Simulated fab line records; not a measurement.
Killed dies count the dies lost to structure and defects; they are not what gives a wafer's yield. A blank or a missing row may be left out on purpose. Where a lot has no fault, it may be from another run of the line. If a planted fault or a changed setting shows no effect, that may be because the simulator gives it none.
The tool behind it: which one? / flow berkeley_cmos170 / 13 lots, 39 wafers sampled, at 2 steps of a route of 331

WHAT THE GAUGES SHOWED, per wafer
UCB170_SDANNEAL_RS_MEAS_04: uses a four-point probe to measure. Usual: PLDD_RS typically reads 1030.6 ohm/sq, with standard deviation 2.3.
lot=L695; measured=day 6 06:41; on=film_metro-04; PLDD_RS (ohm/sq)=1029.1 1034.1 1033.1; flag=
lot=L696; measured=day 6 19:59; on=film_metro-03; PLDD_RS (ohm/sq)=1029.0 1029.0 1026.5; flag=
lot=L702; measured=day 7 16:38; on=film_metro-04; PLDD_RS (ohm/sq)=1057.7 1053.0 1057.3; flag=OFF
lot=L703; measured=day 7 16:17; on=film_metro-03; PLDD_RS (ohm/sq)=1055.7 1058.5 1056.3; flag=OFF
lot=L707; measured=day 8 17:37; on=film_metro-04; PLDD_RS (ohm/sq)=1031.0 1032.6 1030.5; flag=
lot=L711; measured=day 10 00:50; on=film_metro-03; PLDD_RS (ohm/sq)=1029.7 1028.4 1028.3; flag=
lot=L712; measured=day 10 00:49; on=film_metro-02; PLDD_RS (ohm/sq)=1030.8 1027.1 1032.0; flag=
lot=L713; measured=day 10 12:22; on=film_metro-03; PLDD_RS (ohm/sq)=1031.3 1032.3 1030.5; flag=
lot=L714; measured=day 10 20:44; on=film_metro-03; PLDD_RS (ohm/sq)=1033.5 1031.7 1030.5; flag=
lot=L715; measured=day 10 21:37; on=film_metro-03; PLDD_RS (ohm/sq)=1023.6 1027.1 1026.2; flag=
lot=L716; measured=day 10 21:11; on=film_metro-02; PLDD_RS (ohm/sq)=1036.3 1033.0 1035.9; flag=
lot=L717; measured=day 11 06:08; on=film_metro-03; PLDD_RS (ohm/sq)=1030.6 1030.9 1030.1; flag=
lot=L718; measured=day 11 06:07; on=film_metro-04; PLDD_RS (ohm/sq)=1026.6 1027.7 1031.7; flag=

TOOL THAT RAN EACH LOT (tool first, then ch and the chambers of the sampled wafers, then the start)
lot=L695; UCB170_SPACER_ANNEAL_02=furnace-03 ch 0, day 5 20:54
lot=L696; UCB170_SPACER_ANNEAL_02=furnace-01 ch 0, day 6 11:45
lot=L702; UCB170_SPACER_ANNEAL_02=furnace-03 ch 0, day 7 09:55
lot=L703; UCB170_SPACER_ANNEAL_02=furnace-03 ch 0, day 7 09:55
lot=L707; UCB170_SPACER_ANNEAL_02=furnace-01 ch 0, day 8 10:55
lot=L711; UCB170_SPACER_ANNEAL_02=furnace-01 ch 0, day 9 15:06
lot=L712; UCB170_SPACER_ANNEAL_02=furnace-01 ch 0, day 9 15:06
lot=L713; UCB170_SPACER_ANNEAL_02=furnace-01 ch 0, day 10 02:52
lot=L714; UCB170_SPACER_ANNEAL_02=furnace-04 ch 0, day 10 14:54
lot=L715; UCB170_SPACER_ANNEAL_02=furnace-04 ch 0, day 10 14:54
lot=L716; UCB170_SPACER_ANNEAL_02=furnace-04 ch 0, day 10 14:54
lot=L717; UCB170_SPACER_ANNEAL_02=furnace-01 ch 0, day 10 22:44
lot=L718; UCB170_SPACER_ANNEAL_02=furnace-01 ch 0, day 10 22:44
- UCB170_SPACER_ANNEAL_02: time 1800 s.

WHAT THE TOOLS THEMSELVES READ (means of the sampled wafers that have a number; where no wafer has one, the mark that the record gives instead)
UCB170_SPACER_ANNEAL_02. Usual: spike_tc_centre_C 902.9 C, standard deviation 0.95; spike_tc_source_C 923.2 C, standard deviation 2.3; tube_center_temp_C 900 C, standard deviation 0.087; tube_center_temp_C_max 902.3, standard deviation 0.42; zone_power_load_pct 27.8 %, standard deviation 1.9; zone_power_source_pct 27.7 %, standard deviation 2.3.
lot=L695; tool=furnace-03; spike_tc_centre_C (C)=903.1; spike_tc_source_C (C)=924.0; tube_center_temp_C (C)=900; tube_center_temp_C_max=902.1; zone_power_load_pct (%)=24.9; zone_power_source_pct (%)=29.5; flag=
lot=L696; tool=furnace-01; spike_tc_centre_C (C)=902.7; spike_tc_source_C (C)=921.3; tube_center_temp_C (C)=900; tube_center_temp_C_max=902.4; zone_power_load_pct (%)=29.5; zone_power_source_pct (%)=25.6; flag=
lot=L702; tool=furnace-03; spike_tc_centre_C (C)=895.9; spike_tc_source_C (C)=916.5; tube_center_temp_C (C)=893; tube_center_temp_C_max=895.3; zone_power_load_pct (%)=24.5; zone_power_source_pct (%)=29.3; flag=OFF
lot=L703; tool=furnace-03; spike_tc_centre_C (C)=896.1; spike_tc_source_C (C)=916.8; tube_center_temp_C (C)=893; tube_center_temp_C_max=895.3; zone_power_load_pct (%)=24.8; zone_power_source_pct (%)=29.0; flag=OFF
lot=L707; tool=furnace-01; spike_tc_centre_C (C)=903.5; spike_tc_source_C (C)=921.5; tube_center_temp_C (C)=900; tube_center_temp_C_max=902.6; zone_power_load_pct (%)=29.2; zone_power_source_pct (%)=26.0; flag=
lot=L711; tool=furnace-01; spike_tc_centre_C (C)=902.9; spike_tc_source_C (C)=922.6; tube_center_temp_C (C)=900; tube_center_temp_C_max=902.6; zone_power_load_pct (%)=29.1; zone_power_source_pct (%)=26.0; flag=
lot=L712; tool=furnace-01; spike_tc_centre_C (C)=902.8; spike_tc_source_C (C)=922.0; tube_center_temp_C (C)=900; tube_center_temp_C_max=902.3; zone_power_load_pct (%)=29.2; zone_power_source_pct (%)=25.7; flag=
lot=L713; tool=furnace-01; spike_tc_centre_C (C)=902.4; spike_tc_source_C (C)=921.5; tube_center_temp_C (C)=900; tube_center_temp_C_max=902.1; zone_power_load_pct (%)=29.2; zone_power_source_pct (%)=25.8; flag=
lot=L714; tool=furnace-04; spike_tc_centre_C (C)=901.8; spike_tc_source_C (C)=928.8; tube_center_temp_C (C)=900; tube_center_temp_C_max=902.5; zone_power_load_pct (%)=27.1; zone_power_source_pct (%)=31.8; flag=
lot=L715; tool=furnace-04; spike_tc_centre_C (C)=902.9; spike_tc_source_C (C)=928.0; tube_center_temp_C (C)=900; tube_center_temp_C_max=902.7; zone_power_load_pct (%)=27.2; zone_power_source_pct (%)=31.3; flag=
lot=L716; tool=furnace-04; spike_tc_centre_C (C)=902.4; spike_tc_source_C (C)=928.0; tube_center_temp_C (C)=900; tube_center_temp_C_max=902.3; zone_power_load_pct (%)=27.0; zone_power_source_pct (%)=31.5; flag=
lot=L717; tool=furnace-01; spike_tc_centre_C (C)=902.9; spike_tc_source_C (C)=922.0; tube_center_temp_C (C)=900; tube_center_temp_C_max=902.0; zone_power_load_pct (%)=29.2; zone_power_source_pct (%)=25.8; flag=
lot=L718; tool=furnace-01; spike_tc_centre_C (C)=903.8; spike_tc_source_C (C)=922.8; tube_center_temp_C (C)=900; tube_center_temp_C_max=902.0; zone_power_load_pct (%)=29.5; zone_power_source_pct (%)=26.0; flag=

THE ANSWER, worked out from the rows above alone
Rule: a lot is off if the mean of its wafers that have a number lies more than 3 standard deviations from the usual mean. A lot without any number at a reading at which 4 lots or more have one is off too. All remaining lots with rows at the step are treated as sound. Order of review: gauges by route order, followed by the tools' own readings, for which a lot's mean as printed above is used. The first step at which some lot is off is used, and at that step the reading that is off furthest; a lot without a number counts as furthest.
Off: at UCB170_SDANNEAL_RS_MEAS_04 (PLDD_RS), L702, L703.
If a tool, at a process step before that reading, ran all the lots that are off and no sound lot after the first of them, it fits. Not tried: the gauges at UCB170_SDANNEAL_RS_MEAS_04; whatever is off there is also off at UCB170_SPACER_ANNEAL_02, on other tools, and gauge error can't account for it. One fits: furnace-03 at UCB170_SPACER_ANNEAL_02. Its last sound lot is L695 (day 5 20:54), its first lot that is off L702 (day 7 09:55): a fault that began between those two fits.
The tool's own readings at UCB170_SPACER_ANNEAL_02 bear it out: on the lots that are off they differ by more than 5 times the standard deviation of the sound lots' means. spike_tc_centre_C reads 896.0 C there against 902.8 C on the sound lots; tube_center_temp_C reads 893 C there against 900 C on the sound lots; tube_center_temp_C_max reads 895.3 there against 902.3 on the sound lots.

WHAT THE SIMULATOR HAD INSERTED
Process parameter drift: furnace-03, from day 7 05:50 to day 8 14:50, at UCB170_SPACER_ANNEAL_02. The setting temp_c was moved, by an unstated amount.
Shown lots that were struck: L703, L702. The rule above found the same.
